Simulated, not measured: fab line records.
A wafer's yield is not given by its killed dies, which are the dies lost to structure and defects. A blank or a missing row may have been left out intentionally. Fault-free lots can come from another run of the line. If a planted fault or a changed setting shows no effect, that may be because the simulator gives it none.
fab line records	flow rit-cmos
record lots=6	wafers=18	last-day=7
route steps=202 shown ACTIVE@1 FOX1@20 FOX2@23 M1@202
lots that met no fault: taken from a fault-free run of the same line
start-h: hours from the record's opening day to when the first of the lot's shown wafers began	wait-h: hours from the lot's prior step to this one	" as in the row above	L1.1+2: several wafers, shown together as one row	- value missing, or start not given	* or withheld: withheld	< > ~ a bound
route shown NAME@n: a module of which the file shows steps, and the number in the route of the first	usual: mean/standard deviation taken from wafers without a fault	same: alike in all rows	chamber/n: place in a boat	sites: each site's reading	_std_site: how widely they spread, as a standard deviation	_edge_site: outer sites' mean less inner sites'	radius-mm: for every site, how far away it sits from the centre of the wafer	mask NAME#n: copy n	behind: the last tool/chamber to shape the wafer	hold: the reason the lot was held/the length of the hold in hours/how it ended	device: the transistor (n, p or np) that didn't switch	end of line: the tests these same wafers got at the end of their route	where a step has no rows: the recipe by itself	killed: not the wafer's yield, but the dies lost to structure and defects at the first sort	map: the dies of a wafer, with x for killed, . for not killed, _ for no die there
set.NAME: the setting as run; set.NAME@STEP: as run at that earlier step	model.NAME: the simulator's own value behind a step, which no gauge read
lots seen at some steps along the route; tables by step, rows by wafer
services: the hour from which a tool's chamber was out of use, counted from the record's first day as start-h (under 0 if before that day), plus the number of hours and why
## steps
# step RIT_ACTIVE_BOW_MEAS_00
# recipe mode=bow
# usual INCOMING_BOW=0/6.4
lot.wafer	tool	chamber	start-h	wait-h	INCOMING_BOW[um]
L125.2	film-metro-03	-	40.02	-	-5
L125.4	"	-	"	"	-2
L125.5	"	-	"	"	1
L126.1	film-metro-04	-	45.00	-	-7
L126.2	"	-	"	"	4
L126.5	"	-	"	"	-11
L133.4	film-metro-04	-	80.06	-	-10
L133.5	"	-	"	"	-1
L133.6	"	-	"	"	4
L135.1	film-metro-04	-	90.00	-	-17
L135.2	"	-	"	"	-3
L135.3	"	-	"	"	3
L137.2	film-metro-01	-	100.02	-	12
L137.3	"	-	"	"	1
L137.5	"	-	"	"	-4
L141.2	film-metro-04	-	120.02	-	7
L141.3	"	-	"	"	3
L141.6	"	-	"	"	-1
# step RIT_ACTIVE_OXIDATION_01
# recipe temp-c=1000	ambient=O2	target-thk-a=468	ox-time-s=3360
# step RIT_ACTIVE_THK_MEAS_02
# recipe reads=SiO2_of_ACTIVE_OXIDATION_01
# usual ACTIVE_OXIDE_THK=46.6/0.79
lot.wafer	tool	chamber	start-h	wait-h	ACTIVE_OXIDE_THK[nm]
L125.2	film-metro-04	-	42.06	0.0	46.6
L125.4	"	-	"	"	46.5
L125.5	"	-	"	"	47.1
L126.1	film-metro-01	-	47.05	0.0	45.2
L126.2	"	-	"	"	46.2
L126.5	"	-	"	"	46.3
L133.4	film-metro-03	-	82.08	0.0	46.8
L133.5	"	-	"	"	47.1
L133.6	"	-	"	"	46.3
L135.1	film-metro-01	-	92.05	0.0	44.9
L135.2	"	-	"	"	44.7
L135.3	"	-	"	"	45.2
L137.2	film-metro-04	-	102.27	0.0	45.3
L137.3	"	-	"	"	46.3
L137.5	"	-	"	"	45.9
L141.2	film-metro-01	-	122.06	0.0	46.5
L141.3	"	-	"	"	45.8
L141.6	"	-	"	"	46.2
# step RIT_ACTIVE_CVD_03
# recipe material=Si3N4	target-thk-nm=150	temp-c=810	precursor=SiH2Cl2/NH3	time-s=1500	pressure-mtorr=300	sih2cl2-flow-sccm=60	nh3-flow-sccm=150
# usual nh3-flow-sccm=150.1/0.36
lot.wafer	tool	chamber	start-h	wait-h	nh3-flow-sccm	model.Si3N4_of_ACTIVE_CVD_03.thk-nm
L125.2	lpcvd-01	1	42.11	0.0	150.1	150.6
L125.4	"	1	"	"	149.7	149.5
L125.5	"	1	"	"	150.2	150.2
L126.1	lpcvd-02	1	47.11	0.1	150.2	148.9
L126.2	"	1	"	"	149.8	151.1
L126.5	"	1	"	"	149.8	148.6
L133.4	lpcvd-02	1	82.11	0.0	179.5	168.8
L133.5	"	1	"	"	179.0	170.1
L133.6	"	1	"	"	179.4	169.4
L135.1	lpcvd-02	1	92.11	0.1	180.8	171.4
L135.2	"	1	"	"	180.5	170.4
L135.3	"	1	"	"	179.6	169.8
L137.2	lpcvd-01	0	102.32	0.0	151.0	150.8
L137.3	"	0	"	"	149.7	150
L137.5	"	0	"	"	150.0	151.1
L141.2	lpcvd-01	1	122.11	0.0	150.2	148.7
L141.3	"	1	"	"	150.2	150.7
L141.6	"	1	"	"	150.0	149.6
# step RIT_ACTIVE_THK_MEAS_04
# recipe reads=Si3N4_of_ACTIVE_CVD_03
# usual ACTIVE_NITRIDE_THK=149.1/1.3
lot.wafer	tool	chamber	start-h	wait-h	ACTIVE_NITRIDE_THK[nm]
L125.2	film-metro-03	-	43.54	0.0	150.6
L125.4	"	-	"	"	149.4
L125.5	"	-	"	"	150.4
L126.1	film-metro-04	-	48.53	0.0	148.9
L126.2	"	-	"	"	151.1
L126.5	"	-	"	"	148.6
L133.4	film-metro-04	-	83.56	0.0	168.8
L133.5	"	-	"	"	169.9
L133.6	"	-	"	"	169.4
L135.1	film-metro-04	-	94.24	0.0	171.3
L135.2	"	-	"	"	170.5
L135.3	"	-	"	"	169.9
L137.2	film-metro-01	-	103.75	0.0	150.9
L137.3	"	-	"	"	150.1
L137.5	"	-	"	"	151.1
L141.2	film-metro-04	-	123.54	0.0	148.6
L141.3	"	-	"	"	150.6
L141.6	"	-	"	"	149.6
# step RIT_ACTIVE_HMDS_05
# recipe prime-time-s=60	prime-temp-c=140
# step RIT_ACTIVE_COAT_06
# recipe resist=NOVOLAK	spin-rpm=3250	resist-thk-nm=1000
# step RIT_ACTIVE_SOFTBAKE_07
# recipe resist=NOVOLAK	temp-c=90	time-s=60
# step RIT_ACTIVE_EXPOSE_08
# recipe mask-id=M1	na=0.6	source-shape=conventional	sigma-outer=0.6	target-cd-nm=1400	dose-mj=225
# step RIT_ACTIVE_PEB_09
# recipe resist=NOVOLAK	temp-c=withheld	time-s=withheld
# step RIT_ACTIVE_DEVELOP_10
# recipe resist=NOVOLAK	develop-time-s=50	dev-temp-c=23
# step RIT_ACTIVE_CD_MEAS_11
# recipe target-cd-nm=1400
# usual cd-nm=1400.3/1.7
lot.wafer	tool	chamber	start-h	wait-h	cd-nm
L125.2	cd-sem-01	-	44.58	-	1401.5
L125.4	"	-	"	"	1402.6
L125.5	"	-	"	"	1400.9
L126.1	cd-sem-01	-	49.56	-	1398.1
L126.2	"	-	"	"	1399.6
L126.5	"	-	"	"	1398.9
L133.4	cd-sem-02	-	84.64	-	1398.6
L133.5	"	-	"	"	1398.4
L133.6	"	-	"	"	1398.9
L135.1	cd-sem-01	-	95.27	-	1402.3
L135.2	"	-	"	"	1402.5
L135.3	"	-	"	"	1403.5
L137.2	cd-sem-01	-	104.67	-	1399.9
L137.3	"	-	"	"	1400.9
L137.5	"	-	"	"	1400.4
L141.2	cd-sem-01	-	124.46	-	1403.0
L141.3	"	-	"	"	1401.1
L141.6	"	-	"	"	1401.7
# step RIT_ACTIVE_HARDBAKE_12
# recipe resist=NOVOLAK	temp-c=140	time-s=60
# step RIT_ACTIVE_ETCH_13
# recipe stop-on=SiO2	chemistry=SF6	target=Si3N4	time-s=210	over-etch-frac=0.4	SF6_flow_sccm=200	pressure-mtorr=260	rf-w=125	target-depth-a=2100
# usual drypump-motor-current-A=5.6/0.45	oes-product-au=0.819/0.012	throttle-valve-pct=7.55/0.12
lot.wafer	tool	chamber	start-h	wait-h	drypump-motor-current-A	oes-product-au	rf-hours-counter-h	throttle-valve-pct	model.etch.depth-nm	model.ACTIVE.feature-depth-nm
L125.2	rie-diel-01	3	44.83	0.1	6.2	0.819	2	7.30	150.6	150.6
L125.4	"	1	"	"	5.6	0.823	85	7.73	149.5	150.7
L125.5	"	0	"	"	5.6	0.847	-	7.71	150.2	150.2
L126.1	rie-diel-04	3	49.83	0.1	5.8	0.808	43	7.27	148.9	148.9
L126.2	"	2	"	"	5.6	0.814	12	7.57	151.1	151.1
L126.5	"	3	"	"	5.8	0.800	-	7.31	148.6	148.6
L133.4	rie-diel-03	1	84.85	0.1	4.9	0.852	139	7.55	168.8	168.8
L133.5	"	0	"	"	5.7	0.888	-	7.58	170.1	170.1
L133.6	"	3	"	"	5.7	0.878	-	7.53	169.4	169.4
L135.1	rie-diel-03	0	95.54	0.1	5.7	0.898	107	7.61	171.4	171.4
L135.2	"	1	"	"	4.9	0.867	139	7.56	170.4	170.4
L135.3	"	2	"	"	4.8	0.873	42	7.44	169.8	169.8
L137.2	rie-diel-01	1	104.92	0.1	5.6	0.816	86	7.72	150.8	151.9
L137.3	"	2	"	"	6.0	0.828	86	7.52	150	150
L137.5	"	2	"	"	6.0	0.825	-	7.54	151.1	151
L141.2	rie-diel-03	2	124.71	0.1	4.8	0.815	42	7.43	148.7	148.7
L141.3	"	1	"	"	4.9	0.817	140	7.55	150.7	150.7
L141.6	"	3	"	"	5.6	0.815	-	7.55	149.6	149.6
# step RIT_ACTIVE_STRIP_14
# recipe chemistry=O2	time-s=180	resist=NOVOLAK	platen-temp-c=withheld	power-w=500	pressure-mtorr=4000	o2-flow-sccm=4000
# usual drypump-motor-current-A=5.4/0.36	rf-refl-power-W=6.2/1.8
lot.wafer	tool	chamber	start-h	wait-h	drypump-motor-current-A	rf-hours-counter-h	rf-refl-power-W
L125.2	plasma-asher-01	1	44.97	0.1	4.9	25	5.5
L125.4	"	1	"	"	4.9	-	5.5
L125.5	"	1	"	"	4.9	-	5.6
L126.1	plasma-asher-01	0	49.97	0.1	5.7	25	4.7
L126.2	"	1	"	"	4.9	25	5.3
L126.5	"	1	"	"	4.9	-	5.3
L133.4	plasma-asher-03	1	85.04	0.1	5.9	-	4.9
L133.5	"	1	"	"	5.9	-	4.7
L133.6	"	0	"	"	4.9	-	6.0
L135.1	plasma-asher-02	1	95.68	0.1	5.5	46	5.4
L135.2	"	0	"	"	5.4	46	9.5
L135.3	"	1	"	"	5.5	-	5.7
L137.2	plasma-asher-03	0	105.05	0.1	4.9	44	5.8
L137.3	"	0	"	"	4.8	-	6.3
L137.5	"	0	"	"	4.9	-	6.3
L141.2	plasma-asher-02	1	124.84	0.1	5.5	1	5.3
L141.3	"	1	"	"	5.5	-	5.6
L141.6	"	0	"	"	5.4	-	9.7
# step RIT_ACTIVE_CD_MEAS_90
# recipe target-cd-nm=1400
# usual cd-nm=1400.4/1.7
lot.wafer	tool	chamber	start-h	wait-h	cd-nm
L125.2	cd-sem-02	-	45.16	0.1	1401.0
L125.4	"	-	"	"	1402.5
L125.5	"	-	"	"	1401.1
L126.1	cd-sem-02	-	50.14	0.1	1398.3
L126.2	"	-	"	"	1399.1
L126.5	"	-	"	"	1399.5
L133.4	cd-sem-01	-	85.21	0.1	1398.2
L133.5	"	-	"	"	1398.3
L133.6	"	-	"	"	1398.9
L135.1	cd-sem-01	-	95.85	0.1	1402.3
L135.2	"	-	"	"	1402.4
L135.3	"	-	"	"	1403.9
L137.2	cd-sem-01	-	105.25	0.1	1399.8
L137.3	"	-	"	"	1400.8
L137.5	"	-	"	"	1400.1
L141.2	cd-sem-02	-	125.04	0.1	1403.7
L141.3	"	-	"	"	1401.5
L141.6	"	-	"	"	1402.1
# step RIT_ACTIVE_CLEAN_15
# recipe chemistry=SC1	mix=3:3:50	time-s=600	temp-c=75
# step RIT_ACTIVE_CLEAN_16
# recipe chemistry=dHF	dilution=50:1	time-s=30
# step RIT_ACTIVE_CLEAN_17
# recipe chemistry=SC2	mix=3:3:50	time-s=600	temp-c=75	dry=n2-spin
# step RIT_FOX1_OXIDATION_00
# recipe temp-c=1100	ambient=H2O	target-thk-a=3507	p-h2o-torr=720	ox-time-s=1130
# step RIT_FOX1_THK_MEAS_01
# recipe reads=SiO2_of_FOX1_OXIDATION_00
# usual FOX1_OXIDE_THK=347/6.9
lot.wafer	tool	chamber	start-h	wait-h	FOX1_OXIDE_THK[nm]
L125.2	film-metro-04	-	47.53	0.0	342
L125.4	"	-	"	"	347
L125.5	"	-	"	"	347
L126.1	film-metro-04	-	52.38	0.0	352
L126.2	"	-	"	"	349
L126.5	"	-	"	"	356
L133.4	film-metro-02	-	86.98	0.0	350
L133.5	"	-	"	"	354
L133.6	"	-	"	"	347
L135.1	film-metro-01	-	99.25	0.0	335
L135.2	"	-	"	"	342
L135.3	"	-	"	"	339
L137.2	film-metro-02	-	107.04	0.0	341
L137.3	"	-	"	"	342
L137.5	"	-	"	"	344
L141.2	film-metro-02	-	126.83	0.0	349
L141.3	"	-	"	"	349
L141.6	"	-	"	"	351
# step RIT_FOX1_WET_ETCH_02
# recipe chemistry=BOE	target-depth-nm=350	time-s=390	temp-c=21.5	dry=n2-spin	dilution=10:1	target=SiO2
# step RIT_FOX2_OXIDATION_00
# recipe temp-c=1100	ambient=H2O	target-thk-a=3507	p-h2o-torr=720	ox-time-s=1130
# step RIT_FOX2_THK_MEAS_01
# recipe reads=SiO2_of_FOX2_OXIDATION_00
# usual FOX2_OXIDE_THK=347/7
lot.wafer	tool	chamber	start-h	wait-h	FOX2_OXIDE_THK[nm]
L125.2	film-metro-03	-	49.02	0.0	348
L125.4	"	-	"	"	353
L125.5	"	-	"	"	347
L126.1	film-metro-04	-	53.88	0.0	347
L126.2	"	-	"	"	356
L126.5	"	-	"	"	354
L133.4	film-metro-04	-	88.47	0.0	342
L133.5	"	-	"	"	338
L133.6	"	-	"	"	343
L135.1	film-metro-02	-	100.74	0.0	350
L135.2	"	-	"	"	344
L135.3	"	-	"	"	348
L137.2	film-metro-03	-	108.53	0.0	341
L137.3	"	-	"	"	349
L137.5	"	-	"	"	343
L141.2	film-metro-03	-	128.32	0.0	342
L141.3	"	-	"	"	348
L141.6	"	-	"	"	344
# step RIT_FOX2_CLEAN_02
# recipe chemistry=dHF	dilution=50:1	time-s=180
lot.wafer	tool	chamber	start-h	wait-h	model.Si3N4_of_ACTIVE_CVD_03.thk-nm
L125.2	wet-bench-04	0	49.07	0.0	131.4
L125.4	"	0	"	"	130.3
L125.5	"	0	"	"	131
L126.1	wet-bench-04	3	53.94	0.1	129.6
L126.2	"	3	"	"	131.8
L126.5	"	3	"	"	129.4
L133.4	wet-bench-04	3	88.50	0.0	149.7
L133.5	"	3	"	"	150.9
L133.6	"	3	"	"	150.2
L135.1	wet-bench-04	3	100.80	0.1	152.2
L135.2	"	3	"	"	151.2
L135.3	"	3	"	"	150.6
L137.2	wet-bench-04	3	108.58	0.0	131.6
L137.3	"	3	"	"	130.9
L137.5	"	3	"	"	131.9
L141.2	wet-bench-01	2	128.37	0.0	129.5
L141.3	"	2	"	"	131.5
L141.6	"	2	"	"	130.4
# step RIT_FOX2_WET_ETCH_03
# recipe chemistry=H3PO4	target=Si3N4	target-depth-nm=195	temp-c=165	time-s=2700
# step RIT_M1_PROBE_99
# usual killed_at_M0_to_M3=0.0/0.14	killed-at-front-end=7/3	killed-dies=7/3	killed-open=3.5/2	killed-short=3.6/2.1
# same gross-dies=264	killed_at_M4_up=0	killed-at-back-side=0	killed-at-contacts=0	killed-at-other=0
lot.wafer	tool	chamber	start-h	wait-h	killed_at_M0_to_M3	killed-at-front-end	killed-dies	killed-open	killed-short
L125.2	prober-01	-	86.34	0.1	0	10	10	8	2
L125.4	prober-01	-	86.44	0.2	0	12	12	8	4
L125.5	prober-01	-	86.49	0.2	0	5	5	4	1
L126.1	prober-02	-	92.74	0.1	0	10	10	5	5
L126.2	prober-02	-	92.79	0.1	0	6	6	2	4
L126.5	prober-02	-	92.94	0.2	0	7	7	4	3
L133.4	prober-01	-	129.14	0.2	0	6	6	6	0
L133.5	prober-01	-	129.19	0.2	0	12	12	6	6
L133.6	prober-01	-	129.24	0.2	0	7	7	4	3
L135.1	prober-01	-	139.22	0.1	0	6	6	1	5
L135.2	prober-01	-	139.27	0.1	0	4	4	1	3
L135.3	prober-01	-	139.32	0.2	0	11	11	6	5
L137.2	prober-02	-	147.97	0.1	0	4	4	2	2
L137.3	prober-02	-	148.02	0.2	0	3	3	1	2
L137.5	prober-02	-	148.12	0.2	0	4	4	1	3
L141.2	prober-02	-	168.99	0.1	1	3	4	2	2
L141.3	prober-02	-	169.04	0.2	0	7	7	4	3
L141.6	prober-02	-	169.19	0.2	0	4	4	2	2
# killed by level:class
L125.2 GATE:geometric-particle:open=4 FOX1:geometric-particle:open=2 FOX2:geometric-particle:short=1 FOX2:geometric-particle:open=1 GATE:geometric-particle:short=1 REOX:geometric-particle:open=1
L125.4 FOX1:geometric-particle:open=4 SILICIDE:geometric-particle:short=3 SILICIDE:geometric-particle:open=2 GATE:geometric-particle:open=1 GATE:geometric-particle:short=1 SPACER:geometric-particle:open=1
L125.5 FOX2:geometric-particle:open=1 GATE:geometric-particle:open=1 GATE:geometric-particle:short=1 SPACER:geometric-particle:open=1 SILICIDE:geometric-particle:open=1
L126.1 GATE:geometric-particle:short=3 GATE:geometric-particle:open=3 FOX2:geometric-particle:short=2 SILICIDE:geometric-particle:open=2
L126.2 FOX1:geometric-particle:short=2 FOX1:geometric-particle:open=1 GATE:geometric-particle:short=1 REOX:geometric-particle:open=1 SPACER:geometric-particle:short=1
L126.5 REOX:geometric-particle:open=2 FOX1:geometric-particle:open=1 FOX2:geometric-particle:open=1 FOX2:geometric-particle:short=1 GATE:geometric-particle:short=1 SPACER:geometric-particle:short=1
L133.4 GATE:geometric-particle:open=2 SPACER:geometric-particle:open=2 SILICIDE:geometric-particle:open=2
L133.5 GATE:geometric-particle:open=3 FOX1:geometric-particle:short=2 FOX1:geometric-particle:open=1 GATE:geometric-particle:short=1 REOX:geometric-particle:open=1 REOX:geometric-particle:short=1 SPACER:geometric-particle:open=1 SPACER:geometric-particle:short=1
L133.6 GATE:geometric-particle:short=2 FOX2:geometric-particle:short=1 FOX2:geometric-particle:open=1 GATE:geometric-particle:open=1 SPACER:geometric-particle:open=1 SILICIDE:geometric-particle:open=1
L135.1 FOX1:geometric-particle:short=2 REOX:geometric-particle:short=2 FOX2:geometric-particle:short=1 REOX:geometric-particle:open=1
L135.2 GATE:geometric-particle:short=2 SPACER:geometric-particle:short=1 SPACER:geometric-particle:open=1
L135.3 SPACER:geometric-particle:short=4 GATE:geometric-particle:open=3 SPACER:geometric-particle:open=2 FOX1:geometric-particle:short=1 REOX:geometric-particle:open=1
L137.2 FOX2:geometric-particle:open=1 GATE:geometric-particle:open=1 GATE:geometric-particle:short=1 SILICIDE:geometric-particle:short=1
L137.3 GATE:geometric-particle:short=1 GATE:geometric-particle:open=1 SILICIDE:geometric-particle:short=1
L137.5 SILICIDE:geometric-particle:short=2 GATE:geometric-particle:open=1 GATE:geometric-particle:short=1
L141.2 FOX2:geometric-particle:open=1 REOX:geometric-particle:open=1 SPACER:geometric-particle:short=1 M1:geometric-particle:short=1
L141.3 REOX:geometric-particle:open=2 REOX:geometric-particle:short=2 FOX1:geometric-particle:open=1 GATE:geometric-particle:open=1 SPACER:geometric-particle:short=1
L141.6 GATE:geometric-particle:open=1 GATE:geometric-particle:short=1 SPACER:geometric-particle:open=1 SPACER:geometric-particle:short=1
## services
tool	chamber	start-h	hours	kind
rie-diel-03	0	34.12	11.2	repair
rie-diel-04	-	67.93	1.0	repair
rie-diel-04	-	73.75	15.6	pm
rie-diel-01	3	85.81	8.4	repair
plasma-asher-01	-	98.37	0.4	repair
plasma-asher-01	-	103.03	2.8	pm
plasma-asher-02	-	108.75	9.0	pm
plasma-asher-02	0	108.75	9.0	vent-cycle
plasma-asher-02	1	108.75	9.0	vent-cycle
plasma-asher-02	0	117.75	-	clean
plasma-asher-02	1	117.75	-	clean
## key
first-sign step=RIT_ACTIVE_CVD_03	reading=nh3-flow-sccm	direction=up	sigmas=82	usual=150.1	struck=179.8
effect step=RIT_ACTIVE_THK_MEAS_04	reading=ACTIVE_NITRIDE_THK	direction=up	sigmas=16	usual=149.1	struck=170.0
effect step=RIT_ACTIVE_ETCH_13	reading=oes-product-au	direction=up	sigmas=4.9	usual=0.819	struck=0.876
model-effect step=RIT_ACTIVE_CVD_03	value=Si3N4_of_ACTIVE_CVD_03.thk-nm	without=148.6	struck=170
model-effect step=RIT_ACTIVE_ETCH_13	value=etch.depth-nm	without=148.6	struck=170
model-effect step=RIT_FOX2_CLEAN_02	value=Si3N4_of_ACTIVE_CVD_03.thk-nm	without=129.4	struck=150.8
met-at RIT_ACTIVE_CVD_03
struck-wafers L133.4,L133.5,L133.6,L135.1,L135.2,L135.3
tester-left-out L133,L135
onset-between 47.11 82.11
fault kind=process-parameter-drift	tool=lpcvd-02	chamber=-	onset-h=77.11	steps=RIT_ACTIVE_CVD_03	channel=nh3-flow-sccm	offset=30	shape=step	end-h=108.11	acts-in=these-recipes-only	stated=150
# tester-left-out: of these lots the tester's yield and bins aren't shown, on N5 and GAA mostly nor the transistor test; their killed dies are dies lost to structure and defects alone, not to doping, threshold or leakage, so they don't give the yield
